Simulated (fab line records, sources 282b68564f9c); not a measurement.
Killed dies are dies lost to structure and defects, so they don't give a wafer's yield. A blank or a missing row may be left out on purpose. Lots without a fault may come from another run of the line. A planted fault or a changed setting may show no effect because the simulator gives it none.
fab line records | flow rit_cmos
record lots=14 wafers=42 last_day=7
route steps=202 shown CONTACT@168 M1@202
lots that met no fault: from a run of the same line without faults
start_h: hours from the record's first day to the start of the lot's first wafer shown | wait_h: hours since the lot's step before | " the same as in the row above | L1.1+2: a row that stands for several wafers | - no value, or no start given | * or withheld: withheld | < > ~ a bound
route shown NAME@n: a module of which the file shows steps, and the number in the route of the first | usual: mean/standard deviation of fault-free wafers | same: alike in all rows | chamber/n: place in a boat | sites: the reading at each site | _std_site: their standard deviation | _edge_site: outer sites' mean less inner sites' | radius_mm: how far each site lies from the wafer's centre | mask NAME#n: copy n | behind: the tool/chamber that last shaped the wafer | hold: why the lot was held/for how many hours/how that ended | device: the transistor (n, p or np) that didn't switch | end of line: the same wafers' tests at the end of the route | a step without rows: its recipe alone | killed: dies lost to structure and defects at the first sort, not the wafer's yield | map: a wafer's dies, x killed, . not, _ none there
set.NAME: the setting as run; set.NAME@STEP: as run at that earlier step | model.NAME: the simulator's own value behind a step, which no gauge read
steps of the route over a sample of lots; a table a step, a row a wafer
services: from which hour (start_h, from the record's first day; less than 0 if before it) a tool's chamber was out of use, for how many hours, and why
## steps
# step RIT_CONTACT_CVD_00
# recipe material=SiO2 target_thk_nm=400 precursor=TEOS temp_c=390 time_s=61 rf_w=400
# usual heater_power_w=346/52
# same time_s=61
# columns lot.wafer tool chamber start_h wait_h heater_power_w
L377.3 pecvd-04 1 67.39 0.0 292
L377.5 " 2 " " 394
L377.6 " 0 " " 307
L379.1 pecvd-02 2 73.04 0.1 363
L379.3 " 1 " " 367
L379.5 " 0 " " 318
L380.1 pecvd-04 0 79.04 0.1 252
L380.2 " 2 " " 364
L380.3 " 1 " " 280
L383.2 pecvd-02 2 91.81 0.0 293
L383.4 " 0 " " 283
L383.5 " 2 " " 312
L385.1 pecvd-04 1 95.70 0.1 339
L385.2 " 2 " " 391
L385.4 " 0 " " 297
L387.1 pecvd-04 1 106.42 0.1 338
L387.2 " 0 " " 286
L387.5 " 2 " " 377
L388.2 pecvd-01 0 111.97 0.0 419
L388.3 " 2 " " 408
L388.6 " 1 " " 324
L390.1 pecvd-04 1 117.26 0.1 332
L390.3 " 0 " " 269
L390.5 " 1 " " 338
L393.2 pecvd-04 1 132.29 0.0 339
L393.3 " 2 " " 383
L393.6 " 0 " " 321
L395.3 pecvd-02 2 142.30 0.0 378
L395.4 " 1 " " 369
L395.6 " 2 " " 382
L396.1 pecvd-04 1 146.08 0.1 346
L396.2 " 0 " " 323
L396.5 " 1 " " 260
L397.1 pecvd-01 0 154.06 0.1 446
L397.2 " 2 " " 419
L397.5 " 0 " " 449
L398.4 pecvd-02 1 160.64 0.0 345
L398.5 " 2 " " 343
L398.6 " 0 " " 285
L400.1 pecvd-01 2 169.83 0.1 430
L400.5 " 0 " " 354
L400.6 " 2 " " 334
# step RIT_M1_PROBE_99
# usual killed_at_M0_to_M3=0.0/0.083 killed_at_contacts=0.1/0.38 killed_at_front_end=7/3.2 killed_dies=7/3.2 killed_on_rim=1.9/1.5 killed_open=3.6/2.1 killed_short=3.5/2
# same gross_dies=264 killed_at_M4_up=0 killed_at_back_side=0 killed_at_other=0
# columns lot.wafer tool chamber start_h wait_h killed_at_M0_to_M3 killed_at_contacts killed_at_front_end killed_dies killed_on_rim killed_open killed_short
L377.3 prober-01 - 75.35 0.2 0 0 5 5 2 3 2
L377.5 prober-01 - 75.45 0.2 0 0 2 2 0 2 0
L377.6 prober-01 - 75.50 0.2 0 0 3 3 1 2 1
L379.1 prober-02 - 80.35 0.1 0 0 7 7 1 4 3
L379.3 prober-02 - 80.45 0.2 0 0 5 5 1 1 4
L379.5 prober-02 - 80.55 0.2 0 0 5 5 2 4 1
L380.1 prober-02 - 86.58 0.1 0 0 2 2 0 0 2
L380.2 prober-02 - 86.63 0.1 0 0 9 9 2 4 5
L380.3 prober-02 - 86.68 0.2 0 0 5 5 1 4 1
L383.2 prober-01 - 98.62 0.1 0 0 6 6 2 3 3
L383.4 prober-01 - 98.72 0.2 0 0 10 10 2 3 7
L383.5 prober-01 - 98.77 0.2 0 0 6 6 4 2 4
L385.1 prober-02 - 102.46 0.1 0 0 8 8 2 2 6
L385.2 prober-02 - 102.51 0.1 0 0 6 6 1 2 4
L385.4 prober-02 - 102.61 0.2 0 0 5 5 0 3 2
L387.1 prober-01 - 113.09 0.1 0 1 9 10 3 4 6
L387.2 prober-01 - 113.14 0.1 0 0 10 10 2 5 5
L387.5 prober-01 - 113.29 0.2 0 0 4 4 1 0 4
L388.2 prober-02 - 118.68 0.1 0 0 8 8 2 4 4
L388.3 prober-02 - 118.73 0.2 0 0 14 14 3 7 7
L388.6 prober-02 - 118.88 0.2 0 0 10 10 6 1 8
L390.1 prober-02 - 123.66 0.1 0 0 8 8 3 5 3
L390.3 prober-02 - 123.76 0.2 0 0 4 4 2 2 2
L390.5 prober-02 - 123.86 0.2 0 0 5 5 0 1 4
L393.2 prober-01 - 139.81 0.1 0 0 9 9 1 5 4
L393.3 prober-01 - 139.86 0.2 0 0 9 9 2 3 6
L393.6 prober-01 - 140.01 0.2 0 16 3 19 9 3 0
L395.3 prober-01 - 149.37 0.2 0 0 9 9 1 6 3
L395.4 prober-01 - 149.42 0.2 0 0 10 10 2 6 4
L395.6 prober-01 - 149.52 0.2 0 0 7 7 2 3 4
L396.1 prober-02 - 152.58 0.1 0 0 11 11 4 3 8
L396.2 prober-02 - 152.63 0.1 0 14 7 21 12 1 6
L396.5 prober-02 - 152.78 0.2 0 0 14 14 7 6 8
L397.1 prober-01 - 161.44 0.1 0 0 5 5 2 1 4
L397.2 prober-01 - 161.49 0.1 0 0 12 12 5 5 7
L397.5 prober-01 - 161.64 0.2 0 0 9 9 2 5 4
L398.4 prober-02 - 168.70 0.2 0 0 3 3 2 2 1
L398.5 prober-02 - 168.75 0.2 1 0 10 11 4 4 4
L398.6 prober-02 - 168.80 0.2 0 1 3 4 2 2 2
L400.1 prober-02 - 176.31 0.1 0 0 4 4 0 0 4
L400.5 prober-02 - 176.51 0.2 0 0 5 5 1 3 2
L400.6 prober-02 - 176.56 0.2 0 0 1 1 0 0 1
# killed by level:class
L377.3 FOX1:geometric_particle:open=1 FOX2:geometric_particle:open=1 GATE:geometric_particle:open=1 GATE:geometric_particle:short=1 REOX:geometric_particle:short=1
L377.5 FOX1:geometric_particle:open=1 GATE:geometric_particle:open=1
L377.6 FOX2:geometric_particle:short=1 GATE:geometric_particle:open=1 SPACER:geometric_particle:open=1
L379.1 FOX1:geometric_particle:open=3 FOX2:geometric_particle:short=1 REOX:geometric_particle:short=1 SILICIDE:geometric_particle:short=1 SILICIDE:geometric_particle:open=1
L379.3 FOX2:geometric_particle:short=1 REOX:geometric_particle:short=1 SPACER:geometric_particle:short=1 SILICIDE:geometric_particle:short=1 SILICIDE:geometric_particle:open=1
L379.5 FOX1:geometric_particle:open=1 GATE:geometric_particle:open=1 SPACER:geometric_particle:short=1 SPACER:geometric_particle:open=1 SILICIDE:geometric_particle:open=1
L380.1 SPACER:geometric_particle:short=1 SILICIDE:geometric_particle:short=1
L380.2 GATE:geometric_particle:open=3 REOX:geometric_particle:short=2 FOX1:geometric_particle:short=1 GATE:geometric_particle:short=1 SILICIDE:geometric_particle:open=1 SILICIDE:geometric_particle:short=1
L380.3 GATE:geometric_particle:open=2 GATE:geometric_particle:short=1 SPACER:geometric_particle:open=1 SILICIDE:geometric_particle:open=1
L383.2 GATE:geometric_particle:open=2 FOX1:geometric_particle:short=1 GATE:geometric_particle:short=1 REOX:geometric_particle:short=1 REOX:geometric_particle:open=1
L383.4 GATE:geometric_particle:short=7 FOX2:geometric_particle:open=2 FOX1:geometric_particle:open=1
L383.5 FOX1:geometric_particle:short=1 FOX2:geometric_particle:short=1 GATE:geometric_particle:short=1 GATE:geometric_particle:open=1 SPACER:geometric_particle:open=1 SPACER:geometric_particle:short=1
L385.1 FOX1:geometric_particle:short=2 GATE:geometric_particle:short=2 SILICIDE:geometric_particle:open=2 REOX:geometric_particle:short=1 SILICIDE:geometric_particle:short=1
L385.2 REOX:geometric_particle:short=2 FOX2:geometric_particle:open=1 SPACER:geometric_particle:short=1 SILICIDE:geometric_particle:open=1 SILICIDE:geometric_particle:short=1
L385.4 FOX1:geometric_particle:short=1 REOX:geometric_particle:short=1 REOX:geometric_particle:open=1 SPACER:geometric_particle:open=1 SILICIDE:geometric_particle:open=1
L387.1 REOX:geometric_particle:short=3 FOX2:geometric_particle:short=1 GATE:geometric_particle:short=1 REOX:geometric_particle:open=1 SPACER:geometric_particle:short=1 SPACER:geometric_particle:open=1 SILICIDE:geometric_particle:open=1 CONTACT:geometric_particle:open=1
L387.2 FOX1:geometric_particle:open=2 FOX2:geometric_particle:short=2 GATE:geometric_particle:open=2 GATE:geometric_particle:short=1 REOX:geometric_particle:short=1 REOX:geometric_particle:open=1 SILICIDE:geometric_particle:short=1
L387.5 REOX:geometric_particle:short=2 GATE:geometric_particle:short=1 SILICIDE:geometric_particle:short=1
L388.2 GATE:geometric_particle:short=2 FOX2:geometric_particle:open=1 GATE:geometric_particle:open=1 REOX:geometric_particle:short=1 SPACER:geometric_particle:open=1 SPACER:geometric_particle:short=1 SILICIDE:geometric_particle:open=1
L388.3 SPACER:geometric_particle:short=3 GATE:geometric_particle:short=2 REOX:geometric_particle:short=2 REOX:geometric_particle:open=2 SPACER:geometric_particle:open=2 FOX1:geometric_particle:open=1 GATE:geometric_particle:open=1 SILICIDE:geometric_particle:open=1
L388.6 GATE:geometric_particle:short=5 REOX:geometric_particle:short=2 SPACER:geometric_particle:short=1 SPACER:geometric_particle:open=1 NRETRO:coat_microbubble_printed=1
L390.1 GATE:geometric_particle:open=2 FOX1:geometric_particle:open=1 FOX1:geometric_particle:short=1 GATE:geometric_particle:short=1 REOX:geometric_particle:open=1 SPACER:geometric_particle:open=1 SPACER:geometric_particle:short=1
L390.3 FOX1:geometric_particle:short=1 GATE:geometric_particle:open=1 REOX:geometric_particle:open=1 SILICIDE:geometric_particle:short=1
L390.5 GATE:geometric_particle:short=4 SPACER:geometric_particle:open=1
L393.2 GATE:geometric_particle:short=3 GATE:geometric_particle:open=2 FOX1:geometric_particle:open=1 REOX:geometric_particle:short=1 SPACER:geometric_particle:open=1 SILICIDE:geometric_particle:open=1
L393.3 FOX1:geometric_particle:short=2 GATE:geometric_particle:short=2 GATE:geometric_particle:open=1 REOX:geometric_particle:open=1 REOX:geometric_particle:short=1 SPACER:geometric_particle:short=1 SILICIDE:geometric_particle:open=1
L393.6 CONTACT:unspecified=16 SPACER:geometric_particle:open=2 REOX:geometric_particle:open=1
L395.3 GATE:geometric_particle:open=2 REOX:geometric_particle:open=2 FOX1:geometric_particle:open=1 FOX2:geometric_particle:short=1 REOX:geometric_particle:short=1 SPACER:geometric_particle:short=1 SILICIDE:geometric_particle:open=1
L395.4 FOX2:geometric_particle:open=3 REOX:geometric_particle:short=3 FOX1:geometric_particle:short=1 GATE:geometric_particle:open=1 REOX:geometric_particle:open=1 SPACER:geometric_particle:open=1
L395.6 FOX1:geometric_particle:short=2 FOX1:geometric_particle:open=1 GATE:geometric_particle:open=1 REOX:geometric_particle:open=1 REOX:geometric_particle:short=1 SPACER:geometric_particle:short=1
L396.1 FOX1:geometric_particle:short=3 FOX2:geometric_particle:short=2 FOX1:geometric_particle:open=1 FOX2:geometric_particle:open=1 GATE:geometric_particle:short=1 GATE:geometric_particle:open=1 SPACER:geometric_particle:short=1 SILICIDE:geometric_particle:short=1
L396.2 CONTACT:unspecified=14 FOX2:geometric_particle:short=2 GATE:geometric_particle:short=2 FOX1:geometric_particle:open=1 FOX1:geometric_particle:short=1 SPACER:geometric_particle:short=1
L396.5 GATE:geometric_particle:short=4 FOX2:geometric_particle:open=2 SILICIDE:geometric_particle:open=2 SILICIDE:geometric_particle:short=2 FOX1:geometric_particle:short=1 FOX1:geometric_particle:open=1 FOX2:geometric_particle:short=1 GATE:geometric_particle:open=1
L397.1 FOX2:geometric_particle:short=1 GATE:geometric_particle:short=1 GATE:geometric_particle:open=1 REOX:geometric_particle:short=1 SPACER:geometric_particle:short=1
L397.2 GATE:geometric_particle:short=5 FOX1:geometric_particle:short=2 SPACER:geometric_particle:open=2 FOX1:geometric_particle:open=1 GATE:geometric_particle:open=1 REOX:geometric_particle:open=1
L397.5 GATE:geometric_particle:short=2 FOX1:geometric_particle:open=1 GATE:geometric_particle:open=1 REOX:geometric_particle:open=1 REOX:geometric_particle:short=1 SPACER:geometric_particle:open=1 SILICIDE:geometric_particle:short=1 SILICIDE:geometric_particle:open=1
L398.4 FOX1:geometric_particle:open=1 GATE:geometric_particle:short=1 REOX:geometric_particle:open=1
L398.5 NSD:coat_microbubble_printed=3 REOX:geometric_particle:short=2 SILICIDE:geometric_particle:open=2 FOX2:geometric_particle:short=1 GATE:geometric_particle:short=1 REOX:geometric_particle:open=1 M1:geometric_particle:open=1
L398.6 FOX2:geometric_particle:open=2 SPACER:geometric_particle:short=1 CONTACT:geometric_particle:short=1
L400.1 GATE:geometric_particle:short=1 REOX:geometric_particle:short=1 SPACER:geometric_particle:short=1 SILICIDE:geometric_particle:short=1
L400.5 GATE:geometric_particle:short=2 SPACER:geometric_particle:open=2 REOX:geometric_particle:open=1
L400.6 FOX1:geometric_particle:short=1
## services
# columns tool chamber start_h hours kind
pecvd-01 - 50.15 1.2 repair
pecvd-04 - 89.48 2.9 repair
pecvd-01 1 135.06 - calibration
## key
first_sign step=RIT_M1_PROBE_99 reading=killed_at_contacts direction=up sigmas=15 usual=0.1 struck=15
effect step=RIT_M1_PROBE_99 reading=killed_dies direction=up sigmas=4 usual=7 struck=20
met_at RIT_CONTACT_CVD_00
struck_lots L393,L396
struck_wafers L393.6,L396.2
tester_left_out L393,L396
onset_between 117.26 132.29
fault kind=chamber_particle_source tool=pecvd-04 chamber=0 onset_h=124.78 steps=RIT_CONTACT_CVD_00 rate_per_visit_cm2=1.8416 end_h=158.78
# tester_left_out: of these lots the tester's yield and bins aren't shown, on N5 and GAA mostly nor the transistor test; their killed dies are dies lost to structure and defects alone, not to doping, threshold or leakage, so they don't give the yield
